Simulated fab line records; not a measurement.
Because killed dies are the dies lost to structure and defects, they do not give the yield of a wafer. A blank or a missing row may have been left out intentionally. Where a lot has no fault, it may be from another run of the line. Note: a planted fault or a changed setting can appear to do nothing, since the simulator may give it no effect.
fab line records	flow berkeley-cmos170
[record] lots = 6	wafers = 18	last-day = 13
route steps=331 shown M1@242 V1@254 M2@271
lots that met no fault: taken from a fault-free run of the same line
start-h: start of the lot's first displayed wafer, in hours after the record's first day	wait-h: how many hours have passed since the lot's step before this one	" same as the row above	L1.1+2: a row that stands for several wafers	- either no value or no given start	* or withheld: withheld	< > ~ a bound
route shown NAME@n: NAME is a module with steps in the file, n the number in the route of the first one	usual: the fault-free wafers' mean and standard deviation	same: alike in all rows	chamber/n: place in a boat	sites: each site's reading	_std_site: their standard deviation	_edge_site: outer sites' mean less inner sites'	radius-mm: how far each site lies from the wafer's centre	mask NAME#n: copy n	behind: tool/chamber where the wafer was last shaped	hold: reason for holding the lot/hours on hold/outcome of the hold	device: whichever transistor did not switch (one of n, p or np)	end of line: tests run on the same wafers once the route is complete	a step with no rows: only its recipe	killed: not the wafer's yield, but the dies lost to structure and defects at the first sort	map: shows each die of a wafer: x if killed, . if not, _ if none is there
set.NAME: the setting the step ran with; set.NAME@STEP: the setting that earlier step ran with	model.NAME: the simulator's own value behind a step, which no gauge read
lots at selected steps of the route; one table per step, one row per wafer
services: the hour from which a tool's chamber was out of use, counted from the record's first day as start-h (under 0 if before that day), plus the number of hours and why
[[steps]]
[step UCB170_M1_COAT_04]
[recipe] resist = KrF	spin-rpm = 1500	resist-thk-nm = 900
[step UCB170_M1_SOFTBAKE_05]
[recipe] resist = KrF	temp-c = 130	time-s = 60
[step UCB170_M1_EXPOSE_06]
[recipe] mask-id = METAL1	target-cd-nm = 700	na = 0.5	sigma-outer = 0.6	source-shape = conventional	dose-mj = 21
[step UCB170_M1_PEB_07]
[recipe] peb-temp-c = 130	peb-time-s = withheld	resist = KrF
[step UCB170_M1_DEVELOP_08]
[recipe] developer = TMAH	develop-time-s = 45	resist = KrF	dev-temp-c = 21
[step UCB170_M1_CD_MEAS_09]
[recipe] target-cd-nm = 700
[usual] cd-nm = 700.4/1.6
lot.wafer	tool	chamber	start-h	wait-h	cd-nm
L890.1	cd-sem-01	-	194.82	-	698.5
L890.4	"	-	"	"	698.6
L890.6	"	-	"	"	700.4
L900.1	cd-sem-01	-	238.61	-	700.8
L900.3	"	-	"	"	699.2
L900.6	"	-	"	"	700.9
L902.3	cd-sem-01	-	239.05	-	700.6
L902.4	"	-	"	"	698.9
L902.6	"	-	"	"	699.0
L903.1	cd-sem-01	-	242.96	-	702.3
L903.2	"	-	"	"	702.4
L903.3	"	-	"	"	703.2
L908.1	cd-sem-01	-	287.88	-	699.5
L908.2	"	-	"	"	700.5
L908.6	"	-	"	"	699.4
L909.2	cd-sem-01	-	296.34	-	697.7
L909.3	"	-	"	"	698.1
L909.6	"	-	"	"	699.0
[step UCB170_M1_OVL_MEAS_10]
[usual] M1_OVL = -2/5
lot.wafer	tool	chamber	start-h	wait-h	M1_OVL[nm]
L890.1	overlay-02	-	194.94	0.1	-3
L890.4	"	-	"	"	-4
L890.6	"	-	"	"	3
L900.1	overlay-02	-	238.73	0.1	-7
L900.3	"	-	"	"	-11
L900.6	"	-	"	"	-5
L902.3	overlay-02	-	239.14	0.1	1
L902.4	"	-	"	"	-1
L902.6	"	-	"	"	2
L903.1	overlay-01	-	243.08	0.1	6
L903.2	"	-	"	"	-8
L903.3	"	-	"	"	-1
L908.1	overlay-02	-	288.00	0.1	-1
L908.2	"	-	"	"	4
L908.6	"	-	"	"	5
L909.2	overlay-01	-	296.45	0.1	-8
L909.3	"	-	"	"	1
L909.6	"	-	"	"	-2
[step UCB170_M1_ETCH_11]
[recipe] chemistry = N2/H2	target-depth-a = withheld	overetch-a = withheld	target = BARC	time-s = withheld	source-w = 500	bias-w = 100	pressure-mtorr = 30	n2-flow-sccm = 100	h2-flow-sccm = 200
[step UCB170_M1_METAL_ETCH_12]
[recipe] chemistry = Cl2/BCl3	target = Al	stop-on = PSG	pressure-mtorr = 12	target-depth-a = 7800	over-etch-frac = 0.3	time-s = 130	icp-w = 600	bias-w = 120	Cl2_flow_sccm = 90	bcl3-flow-sccm = 45
[usual] chamber-pressure-mTorr = 12.000/0.011	drypump-motor-current-A = 5.7/0.51	oes-product-au = 0.842/0.011	throttle-valve-pct = 24.18/0.25
lot.wafer	tool	chamber	start-h	wait-h	chamber-pressure-mTorr	drypump-motor-current-A	oes-product-au	rf-hours-counter-h	throttle-valve-pct
L890.1	rie-metal-01	0	195.01	-	12.003	6.1	0.847	8	24.17
L890.4	"	0	"	"	11.989	6.1	0.846	-	24.21
L890.6	"	0	"	"	11.998	6.1	0.828	-	24.19
L900.1	rie-metal-01	0	238.81	-	11.999	6.1	0.840	9	24.17
L900.3	"	1	"	"	11.990	5.9	0.858	-	24.19
L900.6	"	1	"	"	12.000	5.9	0.862	-	24.17
L902.3	rie-metal-02	1	239.25	-	12.010	6.5	0.856	-	24.26
L902.4	"	0	"	"	12.011	5.1	0.835	-	24.81
L902.6	"	0	"	"	12.003	5.1	0.857	-	24.79
L903.1	rie-metal-01	0	243.15	-	12.004	6.1	0.848	9	24.18
L903.2	"	1	"	"	11.997	6.0	0.869	1	24.19
L903.3	"	1	"	"	11.991	6.0	0.853	-	24.19
L908.1	rie-metal-04	1	288.08	-	11.993	5.0	0.840	3	23.95
L908.2	"	0	"	"	11.990	5.7	0.841	4	24.02
L908.6	"	0	"	"	12.008	5.7	0.838	-	24.01
L909.2	rie-metal-01	1	296.52	-	11.999	6.0	0.860	1	24.19
L909.3	"	1	"	"	12.018	6.0	0.849	-	24.17
L909.6	"	0	"	"	12.000	6.1	0.829	-	24.19
[step UCB170_M1_STRIP_13]
[recipe] chemistry = O2	power-w = 400	pressure-mtorr = 3500	platen-temp-c = withheld	o2-flow-sccm = 400	overash-fraction = 0.5
[usual] chamber-pressure-mTorr = 3500/3.2	drypump-motor-current-A = 5.5/0.46	oes-product-au = 0.720/0.0046
lot.wafer	tool	chamber	start-h	wait-h	chamber-pressure-mTorr	drypump-motor-current-A	oes-product-au	rf-hours-counter-h
L890.1	plasma-asher-01	1	195.28	0.2	3501	6.2	0.716	49
L890.4	"	1	"	"	3499	6.2	0.723	-
L890.6	"	1	"	"	3498	6.2	0.723	-
L900.1	plasma-asher-02	0	238.94	0.1	3497	6.1	0.720	52
L900.3	"	1	"	"	3505	5.2	0.720	-
L900.6	"	1	"	"	3496	5.2	0.720	-
L902.3	plasma-asher-04	1	239.37	0.1	3496	5.2	0.717	-
L902.4	"	0	"	"	3501	5.0	0.720	-
L902.6	"	1	"	"	3504	5.2	0.722	-
L903.1	plasma-asher-01	1	243.29	0.1	3499	6.2	0.729	53
L903.2	"	0	"	"	3498	5.3	0.717	53
L903.3	"	1	"	"	3502	6.1	0.714	-
L908.1	plasma-asher-04	1	288.22	0.1	3502	5.3	0.730	18
L908.2	"	0	"	"	3498	5.0	0.727	18
L908.6	"	0	"	"	3501	4.9	0.726	-
L909.2	plasma-asher-02	1	296.65	0.1	3500	5.2	0.725	57
L909.3	"	0	"	"	3503	6.1	0.714	-
L909.6	"	1	"	"	3505	5.2	0.721	-
[step UCB170_M1_CD_MEAS_90]
[recipe] target-cd-nm = 700
[usual] cd-nm = 701.2/2.4
lot.wafer	tool	chamber	start-h	wait-h	cd-nm
L890.1	cd-sem-02	-	195.38	0.1	701.2
L890.4	"	-	"	"	700.8
L890.6	"	-	"	"	704.0
L900.1	cd-sem-01	-	239.25	0.3	705.8
L900.3	"	-	"	"	701.8
L900.6	"	-	"	"	702.4
L902.3	cd-sem-01	-	240.01	0.6	703.4
L902.4	"	-	"	"	700.3
L902.6	"	-	"	"	701.9
L903.1	cd-sem-01	-	243.50	0.2	704.2
L903.2	"	-	"	"	704.4
L903.3	"	-	"	"	705.0
L908.1	cd-sem-01	-	288.32	0.1	696.3
L908.2	"	-	"	"	701.7
L908.6	"	-	"	"	698.9
L909.2	cd-sem-02	-	296.77	0.1	695.5
L909.3	"	-	"	"	698.3
L909.6	"	-	"	"	701.1
[step UCB170_M1_ANNEAL_14]
[recipe] temp-c = 400	time-s = 1200	ambient = forming-gas
[step UCB170_V1_CVD_00]
[recipe] material = SiO2	target-thk-nm = 2000	temp-c = 390	precursor = TEOS/O2	time-s = 250	rf-w = 550	pressure-mtorr = 9000
[usual] heater-power-w = 250/67
lot.wafer	tool	chamber	start-h	wait-h	heater-power-w	model.SiO2_of_V1_CVD_00.thk-nm
L890.1	pecvd-03	1	197.61	0.0	281	1962
L890.4	"	0	"	"	206	1971
L890.6	"	1	"	"	220	1981
L900.1	pecvd-03	2	240.70	0.0	201	824.3
L900.3	"	1	"	"	247	796.4
L900.6	"	2	"	"	158	811.5
L902.3	pecvd-01	0	242.03	0.0	218	1969
L902.4	"	0	"	"	160	1966
L902.6	"	1	"	"	247	2008
L903.1	pecvd-03	1	244.95	0.0	308	803.4
L903.2	"	0	"	"	211	792.7
L903.3	"	2	"	"	210	815.9
L908.1	pecvd-01	1	289.77	0.0	277	1963
L908.2	"	0	"	"	187	1934
L908.6	"	1	"	"	285	2007
L909.2	pecvd-01	1	298.21	0.0	238	1964
L909.3	"	0	"	"	171	1956
L909.6	"	0	"	"	240	1975
[step UCB170_V1_THK_MEAS_01]
[recipe] reads = SiO2_of_V1_CVD_00
[usual] V1_TEOS_THK = 1988/27
lot.wafer	tool	chamber	start-h	wait-h	V1_TEOS_THK[nm]
L890.1	film-metro-03	-	197.76	0.1	1963
L890.4	"	-	"	"	1971
L890.6	"	-	"	"	1982
L900.1	film-metro-02	-	240.86	0.1	825
L900.3	"	-	"	"	796
L900.6	"	-	"	"	812
L902.3	film-metro-03	-	242.21	0.1	1970
L902.4	"	-	"	"	1967
L902.6	"	-	"	"	2007
L903.1	film-metro-03	-	245.11	0.1	803
L903.2	"	-	"	"	792
L903.3	"	-	"	"	816
L908.1	film-metro-01	-	290.00	0.2	1963
L908.2	"	-	"	"	1933
L908.6	"	-	"	"	2008
L909.2	film-metro-02	-	298.45	0.2	1964
L909.3	"	-	"	"	1958
L909.6	"	-	"	"	1974
[step UCB170_V1_CMP_02]
[recipe] material = SiO2	down-force-psi = 6	platen-rpm = 60	pad-velocity-m-s = 0.75398
[usual] motor-current-A = 17.1/2	slurry-flow-ml-min = 150.0/0.47
lot.wafer	tool	chamber	start-h	wait-h	motor-current-A	slurry-flow-ml-min
L890.1	cmp-01	0	197.82	0.1	18.5	150.0
L890.4	"	3	"	"	18.0	149.6
L890.6	"	0	"	"	17.5	150.4
L900.1	cmp-02	1	240.97	0.1	16.7	149.4
L900.3	"	2	"	"	17.7	149.4
L900.6	"	1	"	"	17.2	150.1
L902.3	cmp-01	1	242.35	0.1	20.5	149.7
L902.4	"	2	"	"	15.1	149.4
L902.6	"	3	"	"	18.9	150.6
L903.2	cmp-01	2	245.17	0.0	14.9	150.9
L903.3	"	3	"	"	18.5	150.4
L903.1	"	0	"	"	18.4	150.2
L908.1	cmp-01	3	290.16	0.1	18.8	150.5
L908.2	"	0	"	"	18.6	150.8
L908.6	"	1	"	"	19.9	150.0
L909.3	cmp-01	1	298.60	0.1	20.8	150.4
L909.2	"	2	"	"	14.8	149.3
L909.6	"	3	"	"	17.4	149.9
[step UCB170_V1_BOW_MEAS_03]
[recipe] mode = bow
[usual] V1_BOW = 19/6.5
lot.wafer	tool	chamber	start-h	wait-h	V1_BOW[um]
L890.1	film-metro-03	-	198.12	0.2	27
L890.4	"	-	"	"	19
L890.6	"	-	"	"	24
L900.1	film-metro-03	-	241.22	0.2	5
L900.3	"	-	"	"	17
L900.6	"	-	"	"	10
L902.3	film-metro-01	-	242.59	0.2	23
L902.4	"	-	"	"	20
L902.6	"	-	"	"	26
L903.1	film-metro-03	-	245.47	0.1	11
L903.2	"	-	"	"	16
L903.3	"	-	"	"	12
L908.1	film-metro-03	-	290.36	0.1	31
L908.2	"	-	"	"	22
L908.6	"	-	"	"	12
L909.2	film-metro-01	-	298.82	0.1	29
L909.3	"	-	"	"	31
L909.6	"	-	"	"	21
[step UCB170_V1_THK_MEAS_04]
[recipe] reads = SiO2_of_V1_CVD_00
[usual] V1_POLISHED_THK = 1000.0/0.91
lot.wafer	tool	chamber	start-h	wait-h	V1_POLISHED_THK[nm]
L890.1	film-metro-03	-	198.24	0.1	1001.0
L890.4	"	-	"	"	999.6
L890.6	"	-	"	"	1000.6
L900.1	film-metro-03	-	241.34	0.1	824.5
L900.3	"	-	"	"	796.2
L900.6	"	-	"	"	811.3
L902.3	film-metro-01	-	242.69	0.1	999.6
L902.4	"	-	"	"	1000.9
L902.6	"	-	"	"	1001.2
L903.1	film-metro-03	-	245.59	0.1	803.5
L903.2	"	-	"	"	792.9
L903.3	"	-	"	"	815.5
L908.1	film-metro-03	-	290.48	0.1	999.1
L908.2	"	-	"	"	998.5
L908.6	"	-	"	"	998.9
L909.2	film-metro-01	-	298.93	0.1	1000.6
L909.3	"	-	"	"	1000.8
L909.6	"	-	"	"	1000.8
[step UCB170_V1_CLEAN_05]
[recipe] chemistry = DIW
[step UCB170_V1_HMDS_06]
[recipe] prime-time-s = 60	prime-temp-c = 100
[step UCB170_V1_COAT_07]
[recipe] resist = KrF	spin-rpm = 1500	resist-thk-nm = 900
[step UCB170_V1_SOFTBAKE_08]
[recipe] resist = KrF	temp-c = 130	time-s = 60
[step UCB170_V1_EXPOSE_09]
[recipe] mask-id = VIA1	target-cd-nm = 700	na = 0.5	sigma-outer = 0.6	source-shape = conventional	dose-mj = 37
[step UCB170_V1_PEB_10]
[recipe] peb-temp-c = 130	peb-time-s = withheld	resist = KrF
[step UCB170_V1_DEVELOP_11]
[recipe] developer = TMAH	develop-time-s = 45	resist = KrF	dev-temp-c = 21
[step UCB170_V1_CD_MEAS_12]
[recipe] target-cd-nm = 700
[usual] cd-nm = 699.8/1.4
lot.wafer	tool	chamber	start-h	wait-h	cd-nm
L890.1	cd-sem-01	-	199.75	-	699.1
L890.4	"	-	"	"	700.9
L890.6	"	-	"	"	699.2
L900.1	cd-sem-01	-	243.24	-	699.2
L900.3	"	-	"	"	699.1
L900.6	"	-	"	"	699.0
L902.3	cd-sem-01	-	244.50	-	698.6
L902.4	"	-	"	"	699.9
L902.6	"	-	"	"	700.0
L903.1	cd-sem-01	-	246.91	-	698.9
L903.2	"	-	"	"	700.0
L903.3	"	-	"	"	699.4
L908.1	cd-sem-01	-	292.15	-	698.8
L908.2	"	-	"	"	700.8
L908.6	"	-	"	"	699.5
L909.2	cd-sem-01	-	300.20	-	698.7
L909.3	"	-	"	"	698.2
L909.6	"	-	"	"	698.2
[step UCB170_V1_OVL_MEAS_13]
[usual] V1_OVL = -3/5.6
lot.wafer	tool	chamber	start-h	wait-h	V1_OVL[nm]
L890.1	overlay-02	-	199.87	0.1	1
L890.4	"	-	"	"	-1
L890.6	"	-	"	"	-9
L900.1	overlay-02	-	243.36	0.1	-11
L900.3	"	-	"	"	-11
L900.6	"	-	"	"	-3
L902.3	overlay-02	-	244.59	0.1	-2
L902.4	"	-	"	"	0
L902.6	"	-	"	"	-6
L903.1	overlay-02	-	247.03	0.1	-3
L903.2	"	-	"	"	-6
L903.3	"	-	"	"	-10
L908.1	overlay-01	-	292.27	0.1	3
L908.2	"	-	"	"	4
L908.6	"	-	"	"	1
L909.2	overlay-02	-	300.30	0.1	-11
L909.3	"	-	"	"	-4
L909.6	"	-	"	"	-20
[step UCB170_V1_ETCH_14]
[recipe] chemistry = CHF3/CF4/Ar	target = SiO2	stop-on = Al	CHF3_flow_sccm = 45	cf4-flow-sccm = 15	Ar_flow_sccm = 150	pressure-mtorr = 200	rf-w = 700	target-depth-a = 12500	over-etch-frac = 0.25	time-s = 291
[usual] chamber-pressure-mTorr = 200.01/0.18	drypump-motor-current-A = 5.8/0.53	oes-product-au = 0.877/0.017	throttle-valve-pct = 6.97/0.12
lot.wafer	tool	chamber	start-h	wait-h	chamber-pressure-mTorr	drypump-motor-current-A	oes-product-au	rf-hours-counter-h	throttle-valve-pct	model.etch.depth-nm	model.V1.feature-depth-nm
L890.1	rie-diel-03	3	199.90	0.0	200.32	5.6	0.866	8	6.79	999.9	1000
L890.4	"	1	"	"	200.05	6.4	0.861	89	6.96	999.7	999.7
L890.6	"	1	"	"	200.02	6.5	0.862	-	6.94	1000	1000
L900.1	rie-diel-02	0	243.39	0.0	199.57	5.2	0.763	136	6.82	824.3	824.3
L900.3	"	3	"	"	200.06	5.6	0.787	62	7.07	796.4	796.5
L900.6	"	2	"	"	200.00	6.7	0.776	-	7.12	811.5	811.7
L902.3	rie-diel-04	3	244.62	0.0	200.31	6.5	0.862	18	7.06	1000	1000
L902.4	"	2	"	"	199.88	5.8	0.872	32	7.02	1001	1001
L902.6	"	0	"	"	199.86	5.3	0.885	-	6.81	1001	1001
L903.1	rie-diel-03	0	247.07	0.0	200.09	6.0	0.800	28	6.85	803.4	803.4
L903.2	"	1	"	"	199.78	6.5	0.756	91	6.93	792.7	792.7
L903.3	"	2	"	"	199.67	6.2	0.780	7	6.95	815.9	815.9
L908.1	rie-diel-02	1	292.30	0.0	199.93	5.4	0.896	39	7.06	998.9	999.1
L908.2	"	3	"	"	199.77	5.6	0.900	64	7.09	998.4	998.6
L908.6	"	3	"	"	200.13	5.6	0.896	-	7.08	998.6	998.8
L909.2	rie-diel-04	1	300.33	0.0	199.82	5.2	0.859	79	7.08	1000	1000
L909.3	"	0	"	"	200.23	5.3	0.882	8	6.83	1001	1001
L909.6	"	0	"	"	200.12	5.3	0.886	-	6.82	1001	1001
[step UCB170_V1_STRIP_15]
[recipe] chemistry = O2	power-w = 400	pressure-mtorr = 3500	platen-temp-c = withheld	o2-flow-sccm = 400	overash-fraction = 0.5
[usual] chamber-pressure-mTorr = 3500/3.1	drypump-motor-current-A = 5.7/0.34	oes-product-au = 0.721/0.0042	strip-time-to-endpoint-s = 15.29/0.1
lot.wafer	tool	chamber	start-h	wait-h	chamber-pressure-mTorr	drypump-motor-current-A	oes-product-au	rf-hours-counter-h	strip-time-to-endpoint-s
L890.1	plasma-asher-02	0	200.08	0.1	3499	6.1	0.716	48	15.16
L890.4	"	0	"	"	3498	6.1	0.722	-	15.43
L890.6	"	1	"	"	3500	5.2	0.729	-	15.40
L900.1	plasma-asher-02	0	243.57	0.1	3499	6.1	0.718	52	15.31
L900.3	"	1	"	"	3501	5.2	0.724	-	15.36
L900.6	"	1	"	"	3505	5.2	0.717	-	15.32
L902.3	plasma-asher-01	1	244.83	0.1	3503	6.1	0.727	-	15.31
L902.4	"	0	"	"	3500	5.3	0.716	-	15.29
L902.6	"	0	"	"	3498	5.3	0.721	-	15.24
L903.1	plasma-asher-03	1	247.25	0.1	3501	5.6	0.728	45	15.40
L903.2	"	0	"	"	3500	5.8	0.717	45	15.45
L903.3	"	0	"	"	3501	5.8	0.723	-	15.30
L908.1	plasma-asher-03	0	292.48	0.1	3501	5.8	0.722	49	15.23
L908.2	"	1	"	"	3500	5.6	0.719	49	15.23
L908.6	"	0	"	"	3498	5.8	0.728	-	15.23
L909.2	plasma-asher-03	0	300.51	0.1	3505	5.9	0.723	49	15.25
L909.3	"	1	"	"	3504	5.6	0.725	-	15.21
L909.6	"	1	"	"	3498	5.6	0.716	-	15.26
[step UCB170_V1_CD_MEAS_90]
[recipe] target-cd-nm = 700
[usual] cd-nm = 700.0/1.6
lot.wafer	tool	chamber	start-h	wait-h	cd-nm
L890.1	cd-sem-01	-	200.18	0.1	699.1
L890.4	"	-	"	"	699.9
L890.6	"	-	"	"	698.7
L900.1	cd-sem-01	-	243.74	0.1	699.7
L900.3	"	-	"	"	697.7
L900.6	"	-	"	"	698.0
L902.3	cd-sem-01	-	245.34	0.5	698.4
L902.4	"	-	"	"	699.9
L902.6	"	-	"	"	701.8
L903.1	cd-sem-01	-	247.35	0.1	699.8
L903.2	"	-	"	"	699.7
L903.3	"	-	"	"	699.7
L908.1	cd-sem-01	-	292.58	0.1	698.7
L908.2	"	-	"	"	700.4
L908.6	"	-	"	"	699.9
L909.2	cd-sem-01	-	300.63	0.1	698.2
L909.3	"	-	"	"	699.1
L909.6	"	-	"	"	700.1
[step UCB170_M2_PRE_CLEAN_00]
[recipe] gas = Ar	preclean-etch-time-s = 60
[step UCB170_M2_SPUTTER_01]
[recipe] material = Al	target-thk-nm = 900	time-s = 120	power-w = 6000	chamber-pressure-pa = 0.5
[step UCB170_M2_RS_MEAS_02]
[recipe] thk-meas-gauge = four-point-probe	reads = Al_of_M2_SPUTTER_01
[usual] M2_AL_RS = 0.0320/0.00033
lot.wafer	tool	chamber	start-h	wait-h	M2_AL_RS[ohm/sq]
L890.1	film-metro-03	-	200.45	0.0	0.0317
L890.4	"	-	"	"	0.0321
L890.6	"	-	"	"	0.0322
L900.1	film-metro-04	-	244.01	0.0	0.0319
L900.3	"	-	"	"	0.0319
L900.6	"	-	"	"	0.0320
L902.3	film-metro-04	-	245.61	0.1	0.0325
L902.4	"	-	"	"	0.0323
L902.6	"	-	"	"	0.0319
L903.1	film-metro-02	-	247.62	0.0	0.0318
L903.2	"	-	"	"	0.0320
L903.3	"	-	"	"	0.0321
L908.1	film-metro-03	-	292.85	0.0	0.0317
L908.2	"	-	"	"	0.0317
L908.6	"	-	"	"	0.0317
L909.2	film-metro-04	-	300.90	0.1	0.0322
L909.3	"	-	"	"	0.0316
L909.6	"	-	"	"	0.0320
[step UCB170_M2_THK_MEAS_03]
[recipe] thk-meas-gauge = xrf	reads = Al_of_M2_SPUTTER_01
[usual] M2_AL_THK = 905/11
lot.wafer	tool	chamber	start-h	wait-h	M2_AL_THK[nm]
L890.1	film-metro-03	-	200.57	0.1	905
L890.4	"	-	"	"	894
L890.6	"	-	"	"	894
L900.1	film-metro-04	-	244.13	0.1	901
L900.3	"	-	"	"	907
L900.6	"	-	"	"	907
L902.3	film-metro-04	-	245.71	0.1	886
L902.4	"	-	"	"	898
L902.6	"	-	"	"	910
L903.1	film-metro-02	-	247.74	0.1	913
L903.2	"	-	"	"	906
L903.3	"	-	"	"	904
L908.1	film-metro-03	-	292.97	0.1	913
L908.2	"	-	"	"	910
L908.6	"	-	"	"	910
L909.2	film-metro-04	-	301.01	0.1	904
L909.3	"	-	"	"	919
L909.6	"	-	"	"	905
[step UCB170_M2_HMDS_04]
[recipe] prime-time-s = 60	prime-temp-c = 100
[step UCB170_M2_COAT_05]
[recipe] resist = KrF	spin-rpm = 1500	resist-thk-nm = 900
[step UCB170_M2_SOFTBAKE_06]
[recipe] resist = KrF	temp-c = 130	time-s = 60
[step UCB170_M2_STRIP_07]
[recipe] chemistry = O2	power-w = 400	pressure-mtorr = 3500	platen-temp-c = withheld	o2-flow-sccm = 400	overash-fraction = 0.5
[usual] chamber-pressure-mTorr = 3500/3.1	drypump-motor-current-A = 5.5/0.4	oes-product-au = 0.734/0.0048	strip-time-to-endpoint-s = 21.94/0.062
lot.wafer	tool	chamber	start-h	wait-h	chamber-pressure-mTorr	drypump-motor-current-A	oes-product-au	rf-hours-counter-h	strip-time-to-endpoint-s
L890.1	plasma-asher-03	0	201.17	0.1	3500	5.8	0.734	40	21.85
L890.4	"	1	"	"	3501	5.6	0.732	-	21.83
L890.6	"	0	"	"	3500	5.8	0.732	-	21.82
L900.1	plasma-asher-03	0	244.64	0.1	3499	5.8	0.731	44	22.04
L900.3	"	1	"	"	3501	5.6	0.738	-	21.89
L900.6	"	1	"	"	3498	5.6	0.729	-	22.01
L902.3	plasma-asher-02	0	246.32	0.1	3502	6.1	0.725	-	21.98
L902.4	"	1	"	"	3501	5.2	0.735	-	22.00
L902.6	"	1	"	"	3503	5.2	0.728	-	21.98
L903.1	plasma-asher-03	1	248.25	0.1	3499	5.6	0.735	45	21.96
L903.2	"	0	"	"	3498	5.8	0.737	45	21.97
L903.3	"	1	"	"	3498	5.6	0.741	-	21.85
L908.1	plasma-asher-04	1	293.56	0.1	3501	5.3	0.730	19	22.04
L908.2	"	0	"	"	3502	5.0	0.731	19	22.01
L908.6	"	0	"	"	3504	5.0	0.738	-	22.10
L909.2	plasma-asher-02	0	301.51	0.1	3502	6.1	0.734	57	21.99
L909.3	"	1	"	"	3504	5.2	0.735	-	22.05
L909.6	"	0	"	"	3499	6.1	0.740	-	22.03
[step UCB170_M2_STRIP_08]
[recipe] chemistry = DMSO	temp-c = 80	time-s = 600	material = KrF
[step UCB170_M2_COAT_09]
[recipe] resist = BARC	temp-c = withheld	time-s = withheld	spin-rpm = 3000	resist-thk-nm = withheld
[step UCB170_M2_COAT_10]
[recipe] resist = KrF	spin-rpm = 1500	resist-thk-nm = 900
[step UCB170_M2_SOFTBAKE_11]
[recipe] resist = KrF	temp-c = 130	time-s = 60
[step UCB170_M2_EXPOSE_12]
[recipe] mask-id = METAL2	target-cd-nm = 700	na = 0.5	sigma-outer = 0.6	source-shape = conventional	dose-mj = 26
[step UCB170_M2_METAL_ETCH_18]
[recipe] chemistry = Cl2/BCl3	target = Al	stop-on = SiO2	pressure-mtorr = 12	target-depth-a = 11700	over-etch-frac = 0.3	time-s = 195	icp-w = 600	bias-w = 120	Cl2_flow_sccm = 90	bcl3-flow-sccm = 45
[usual] chamber-pressure-mTorr = 12.001/0.011	drypump-motor-current-A = 5.6/0.5	oes-product-au = 0.847/0.011	throttle-valve-pct = 24.3/0.31
lot.wafer	tool	chamber	start-h	wait-h	chamber-pressure-mTorr	drypump-motor-current-A	oes-product-au	rf-hours-counter-h	throttle-valve-pct	model.SiO2_of_V1_CVD_00.thk-nm
L890.1	rie-metal-04	1	203.27	-	11.994	5.0	0.849	1	24.0	936.7
L890.4	"	1	"	"	11.993	5.0	0.841	-	24.0	936.5
L890.6	"	1	"	"	11.992	5.0	0.837	-	24.0	937.2
L900.1	rie-metal-04	1	245.99	-	11.997	5.0	0.844	2	24.0	761.1
L900.3	"	1	"	"	12.003	5.0	0.852	-	24.0	733.2
L900.6	"	1	"	"	12.011	5.0	0.837	-	23.9	748.3
L902.3	rie-metal-02	1	247.73	-	12.004	6.4	0.844	-	24.3	936
L902.4	"	0	"	"	12.006	5.1	0.845	-	24.8	940.6
L902.6	"	0	"	"	11.994	5.1	0.850	-	24.8	940.1
L903.1	rie-metal-04	0	249.56	-	12.005	5.7	0.849	4	24.0	744.9
L903.2	"	1	"	"	12.010	5.0	0.836	3	24.0	729.5
L903.3	"	1	"	"	12.005	5.0	0.834	-	24.0	752.7
L908.1	rie-metal-02	0	294.88	-	12.012	5.1	0.864	13	24.8	937.4
L908.2	"	1	"	"	12.015	6.4	0.847	7	24.3	934.6
L908.6	"	0	"	"	12.003	5.1	0.858	-	24.8	937.5
L909.2	rie-metal-04	0	303.02	-	12.004	5.7	0.829	5	24.0	941.3
L909.3	"	0	"	"	12.017	5.7	0.838	-	24.0	942
L909.6	"	0	"	"	12.016	5.7	0.843	-	24.0	941.9
[[services]]
tool	chamber	start-h	hours	kind
cmp-02	-	172.17	6.1	repair
rie-metal-01	1	183.10	-	clean
pecvd-01	-	199.18	0.8	repair
cmp-02	-	201.86	0.9	repair
cmp-02	-	203.42	15.1	pm
rie-metal-02	-	214.74	2.8	pm
rie-diel-03	3	216.54	2.3	repair
cmp-01	-	229.84	7.3	pm
cmp-02	-	231.39	0.3	repair
cmp-01	-	237.10	4.0	pm
cmp-01	-	241.10	-	consumable-replace:conditioner
cmp-01	-	241.10	-	consumable-replace:pad
pecvd-01	-	242.50	14.0	pm
rie-metal-01	-	248.74	2.1	repair
rie-diel-02	-	250.65	4.3	pm
rie-diel-04	1	256.79	1.6	repair
pecvd-01	-	261.89	12.3	repair
rie-diel-03	0	272.37	9.8	repair
pecvd-01	-	274.18	4.3	pm
pecvd-01	2	286.75	11.9	repair
plasma-asher-02	-	287.15	6.9	repair
plasma-asher-03	-	288.63	1.2	repair
plasma-asher-02	-	299.88	1.5	repair
cmp-02	-	301.63	4.5	pm
[[key]]
[first-sign] step = UCB170_V1_THK_MEAS_01	reading = V1_TEOS_THK	direction = down	sigmas = 44	usual = 1988	struck = 807
[effect] step = UCB170_V1_THK_MEAS_04	reading = V1_POLISHED_THK	direction = down	sigmas = 99+	usual = 1000.0	struck = 807.3
[effect] step = UCB170_V1_ETCH_14	reading = oes-product-au	direction = down	sigmas = 6.1	usual = 0.877	struck = 0.777
[model-effect] step = UCB170_V1_CVD_00	value = SiO2_of_V1_CVD_00.thk-nm	without = 1979	struck = 807.3
[model-effect] step = UCB170_V1_ETCH_14	value = etch.depth-nm	without = 999.6	struck = 807.3
[model-effect] step = UCB170_M2_METAL_ETCH_18	value = SiO2_of_V1_CVD_00.thk-nm	without = 937.2	struck = 745
met-at UCB170_V1_CVD_00
struck-wafers L900.1,L900.3,L900.6,L903.1,L903.2,L903.3
sort-left-out L900.1,L900.3,L900.6,L903.1,L903.2,L903.3
onset-between 197.61 240.70
[fault] kind = process-parameter-drift	tool = pecvd-03	chamber = -	onset-h = 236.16	steps = UCB170_V1_CVD_00	channel = target-thk-nm	offset = -1177.5	shape = step	end-h = 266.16	acts-in = these-recipes-only	stated = 2000
// sort-left-out: the simulated sort isn't trusted on such a fault, so these wafers' sort isn't shown, and their yield isn't known
